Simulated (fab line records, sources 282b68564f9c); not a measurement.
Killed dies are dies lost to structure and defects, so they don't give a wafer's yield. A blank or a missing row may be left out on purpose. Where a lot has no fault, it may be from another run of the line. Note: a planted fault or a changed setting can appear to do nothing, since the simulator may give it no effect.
Struck lot and sound lot, side by side | flow ritCmos | 26 steps out of a route of 202
Sound: the wafers L555.2, L555.4, L555.6. Wafers L567.4, L567.5, L567.6 were the ones struck. At the end, the cause is stated.
Per side, at each step with rows, come the tool, then ch with its chambers, and then its first start. Under that, the readings that differ: sound wafers | struck wafers | difference of the means | sigmas: that difference in standard deviations of wafers without a fault.
alike: same words and numbers on both sides, and readings whose means sit less than 2 such deviations apart. not compared: any withheld reading, any reading some wafer has no value for, any bound like >300 that may hide the same value, and any number with overlapping values for which the record gives no deviation.
A row with sigmas, a row that says differs or no value, or rows on one side alone: a step with any of these is where the two part. Numbers that don't overlap but have no deviation are shown without sigmas and don't part them. A reading missing from all wafers of one side parts the sides only when that side holds two or more wafers.

first, 1 step without rows for these wafers: RIT_PRETRO_IMPLANT_08.
RIT_PRETRO_STRIP_09: strips in O2, time 180 s.
  sound on plasmaAsher-03 ch 1, day 2 10:46; struck on plasmaAsher-01 ch 0,1, day 4 21:09
  alike: drypumpMotorCurrentA
  not compared: rfHoursCounterH
RIT_PRETRO_TW_MEAS_10:
  sound on filmMetro-01, day 2 10:58; struck on filmMetro-02, day 4 21:18
reading   | sound             | struck            | difference | sigmas
PRETRO_TW | 478.3 480.5 478.6 | 473.0 475.6 473.6 | -5.1       | -2
then, 5 steps without rows for these wafers: RIT_GATE_WET_ETCH_00 (etches SiO2 in BOE, target depth 56 nm, time 62.87 s); RIT_GATE_CLEAN_01 (cleans in SC1, time 600 s); RIT_GATE_CLEAN_02 (cleans in dHF, time 30 s); RIT_GATE_CLEAN_03 (cleans in SC2, time 600 s); RIT_GATE_CLEAN_04 (cleans in dHF, time 60 s).
RIT_FOX2_THK_MEAS_91:
  sound on filmMetro-03, day 2 11:26; struck on filmMetro-01, day 4 21:50
  alike: FIELD_OXIDE_LEFT_2_THK
then, 2 steps without rows for these wafers: RIT_GATE_OXIDATION_05 (target thk 3 nm, ox time 270 s); RIT_GATE_ANNEAL_06 (time 600 s).
RIT_GATE_THK_MEAS_07:
  sound on filmMetro-03, day 2 12:49; struck on filmMetro-03, day 5 02:45
  alike: GATE_OXIDE_THK
RIT_GATE_CVD_08: deposits poly-Si from SiH4, target thk 250 nm, time 2220 s.
  sound on lpcvd-01 ch 0, day 2 12:52; struck on lpcvd-01 ch 0, day 5 02:47
reading                                 | sound                | struck               | difference | sigmas
spikeTcCentreC (C)                      | 613.7 612.7 612.0    | 631.1 631.0 630.4    | +18.0      | +14
spikeTcLoadC (C)                        | 635.3 634.3 635.9    | 653.0 653.2 652.5    | +17.7      | +9
spikeTcSourceC (C)                      | 632 633 632          | 650 649 650          | +17        | +5
susceptorTempC (C)                      | 609.58 610.12 610.24 | 628.55 628.10 628.62 | +18.44     | +64
model.poly-Si_of_GATE_CVD_08.thkNm (nm) | 254.3 253.4 252.3    | 386.4 385.1 383.7    | +131.7     | 
  alike: pressureMtorr, zonePowerLoadPct
RIT_GATE_THK_MEAS_09:
  sound on filmMetro-04, day 2 14:30; struck on filmMetro-03, day 5 04:26
reading            | sound             | struck            | difference | sigmas
GATE_POLY_THK (nm) | 254.3 253.1 252.1 | 386.4 385.1 383.4 | +131.8     | +47
then, 6 steps without rows for these wafers: RIT_GATE_HMDS_10 (prime time 60 s); RIT_GATE_COAT_11 (resist thk 850 nm); RIT_GATE_SOFTBAKE_12 (time 60 s); RIT_GATE_EXPOSE_13 (exposes mask M6, target cd 150 nm); RIT_GATE_PEB_14; RIT_GATE_DEVELOP_15 (develop time 50 s).
RIT_GATE_CD_MEAS_16 targets a cd of 150 nm.
  sound on cdSem-01, day 2 15:32; struck on cdSem-01, day 5 05:30
  alike: cdNm
RIT_GATE_OVL_MEAS_17:
  sound on overlay-01, day 2 15:39; struck on overlay-01, day 5 05:34
  alike: GATE_OVL
then, 1 step without rows for these wafers: RIT_GATE_HARDBAKE_18 (time 60 s).
RIT_GATE_ETCH_19: etches poly-Si in SF6/CHF3/O2, stops on SiO2, time 165 s, target depth 312.5 nm.
  sound on rieSi-02 ch 0,1,3, day 2 15:54; struck on rieSi-02 ch 1,2,3, day 5 05:44
reading                        | sound             | struck            | difference | sigmas
oesProductAu (a.u.)            | 0.855 0.835 0.868 | 0.960 1.032 0.942 | +0.125     | +7
model.etch.depthNm (nm)        | 254.3 253.4 252.3 | 306.1 313.8 295.6 | +51.8      | 
model.GATE.featureDepthNm (nm) | 254.3 253.4 252.3 | 306.1 313.8 295.6 | +51.8      | 
  alike: drypumpMotorCurrentA, throttleValvePct
  not compared: rfHoursCounterH
RIT_GATE_STRIP_20: strips in O2, time 180 s.
  sound on plasmaAsher-01 ch 0,1, day 2 16:00; struck on plasmaAsher-01 ch 0,1, day 5 05:55
  alike: drypumpMotorCurrentA
  not compared: rfHoursCounterH
RIT_M1_PROBE_99:
  sound on prober-01, day 3 11:55; struck on prober-01, day 6 02:41
reading          | sound | struck      | difference | sigmas
killedAtFrontEnd | 4 6 7 | 264 264 264 | +258       | +89
killedDies       | 4 6 7 | 264 264 264 | +258       | +89
killedOnRim      | 1 1 0 | 70 70 70    | +69        | +50
  alike: killedOpen, killedShort

WHERE THEY PART
First at RIT_PRETRO_TW_MEAS_10; last, within this record, at RIT_M1_PROBE_99.

WHY: the cause the simulator had injected
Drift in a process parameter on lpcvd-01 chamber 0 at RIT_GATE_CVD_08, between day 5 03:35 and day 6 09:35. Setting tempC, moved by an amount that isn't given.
